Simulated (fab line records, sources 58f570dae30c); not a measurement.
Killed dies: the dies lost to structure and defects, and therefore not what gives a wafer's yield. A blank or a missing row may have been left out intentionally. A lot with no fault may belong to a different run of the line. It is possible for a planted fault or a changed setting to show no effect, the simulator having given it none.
What tool caused it? -- flow berkeley-cmos170 -- 45 wafers from 15 lots sampled at 3 of the route's 331 steps

== WHAT THE GAUGES READ, wafer by wafer ==
UCB170_GATE_THK_MEAS_05.
lot,measured,on,GATE_POLY_THK (nm)
L654,day 6 16:26,film-metro-01,208.5 210.4 209.5
L657,day 6 23:09,film-metro-04,215.0 215.5 217.7
L655,day 6 23:10,film-metro-01,215.3 214.7 215.1
L658,day 7 20:47,film-metro-04,217.5 216.9 217.9
L660,day 7 20:47,film-metro-01,218.1 217.4 215.1
L659,day 7 20:48,film-metro-02,213.5 211.6 212.5
L670,day 9 08:13,film-metro-04,215.6 215.5 216.2
L669,day 9 08:16,film-metro-02,215.8 217.3 216.1
L672,day 10 09:20,film-metro-02,215.5 216.0 216.8
L673,day 10 09:20,film-metro-01,213.8 212.9 213.8
L671,day 10 09:21,film-metro-04,219.8 218.9 216.5
L674,day 10 20:59,film-metro-02,215.8 216.1 215.3
L676,day 10 21:02,film-metro-04,218.8 216.6 216.4
L675,day 10 21:02,film-metro-02,214.9 214.3 214.7
L677,day 11 05:38,film-metro-04,210.6 208.5 210.7

UCB170_NLDD_OVL_MEAS_07.
lot,measured,on,NLDD_OVL (nm)
L654,day 6 22:07,overlay-01,-12 -9 -9
L657,day 7 07:28,overlay-01,-7 -5 -5
L655,day 7 07:11,overlay-02,6 6 6
L658,day 8 02:26,overlay-01,2 7 6
L660,day 8 01:59,overlay-01,17 9 10
L659,day 8 02:16,overlay-02,11 8 8
L670,day 9 15:08,overlay-02,-1 -1 1
L669,day 9 16:41,overlay-01,3 6 9
L672,day 10 14:56,overlay-01,-9 -8 -8
L673,day 10 15:14,overlay-02,4 10 5
L671,day 10 14:44,overlay-01,1 -3 1
L674,day 11 03:49,overlay-01,1 7 8
L676,day 11 04:38,overlay-01,4 7 6
L675,day 11 04:42,overlay-01,3 7 -2
L677,day 11 10:56,overlay-02,-1 -1 -3

== WHICH TOOL RAN EACH LOT (tool, then ch and the chambers of the sampled wafers, then the start) ==
lot,UCB170_GATE_STRIP_16
L654,"plasma-asher-01 ch 0,1, day 6 17:53"
L657,"plasma-asher-02 ch 0,1, day 7 00:40"
L655,"plasma-asher-01 ch 1, day 7 00:54"
L658,"plasma-asher-02 ch 0, day 7 22:22"
L660,"plasma-asher-04 ch 0,1, day 7 22:03"
L659,"plasma-asher-01 ch 0,1, day 7 22:10"
L670,"plasma-asher-02 ch 0,1, day 9 09:47"
L669,"plasma-asher-01 ch 0,1, day 9 10:17"
L672,"plasma-asher-01 ch 0,1, day 10 10:49"
L673,"plasma-asher-02 ch 0,1, day 10 10:53"
L671,"plasma-asher-04 ch 0,1, day 10 10:37"
L674,"plasma-asher-02 ch 0,1, day 10 22:37"
L676,"plasma-asher-01 ch 0, day 10 22:41"
L675,"plasma-asher-02 ch 0,1, day 10 22:44"
L677,"plasma-asher-01 ch 0, day 11 06:55"
- UCB170_GATE_STRIP_16: strips in O2.

== AS READ BY THE TOOLS THEMSELVES (means over the sampled wafers that have a number; for cases with no such wafer, the mark the record gives instead) ==
UCB170_GATE_STRIP_16.
lot,tool,drypump-motor-current-A (A),o2-flow-sccm (sccm),oes-product-au (a.u.)
L654,plasma-asher-01,5.8,399.3,0.725
L657,plasma-asher-02,5.8,399.9,0.722
L655,plasma-asher-01,5.9,401.0,0.727
L658,plasma-asher-02,6.3,400.1,0.722
L660,plasma-asher-04,6.1,401.5,0.728
L659,plasma-asher-01,5.7,398.5,0.727
L670,plasma-asher-02,5.8,400.8,0.721
L669,plasma-asher-01,5.8,400.2,0.725
L672,plasma-asher-01,5.7,399.7,0.727
L673,plasma-asher-02,5.4,400.1,0.722
L671,plasma-asher-04,6.1,400.5,0.724
L674,plasma-asher-02,5.8,401.2,0.725
L676,plasma-asher-01,5.6,400.7,0.722
L675,plasma-asher-02,5.8,399.3,0.719
L677,plasma-asher-01,5.6,398.6,0.729

== THE ANSWER, worked out from the rows above alone ==
Rule: the usual values come from the lots themselves. Put in order of their means at a reading, lots are off if they are a third of the lots or fewer, leave a main group of 4 or more, and stand apart from it by a gap of 3 or more times the standard deviation of the main group's means; of several such gaps the widest counts. A main group is skipped when, at the precision printed for the reading in the tables above, its means are all equal. Also off: a lot with no number at a reading for which 4 or more lots have one. Any other lot the step has rows for is counted as sound. Order of review: gauges by route order, followed by the tools' own readings, for which a lot's mean as printed above is used. The first step at which some lot is off is used, and at that step the reading that is off furthest; a lot without a number counts as furthest.
No lot is off at any reading shown: from this, nothing can be told.

== WHAT THE SIMULATOR HAD INSERTED ==
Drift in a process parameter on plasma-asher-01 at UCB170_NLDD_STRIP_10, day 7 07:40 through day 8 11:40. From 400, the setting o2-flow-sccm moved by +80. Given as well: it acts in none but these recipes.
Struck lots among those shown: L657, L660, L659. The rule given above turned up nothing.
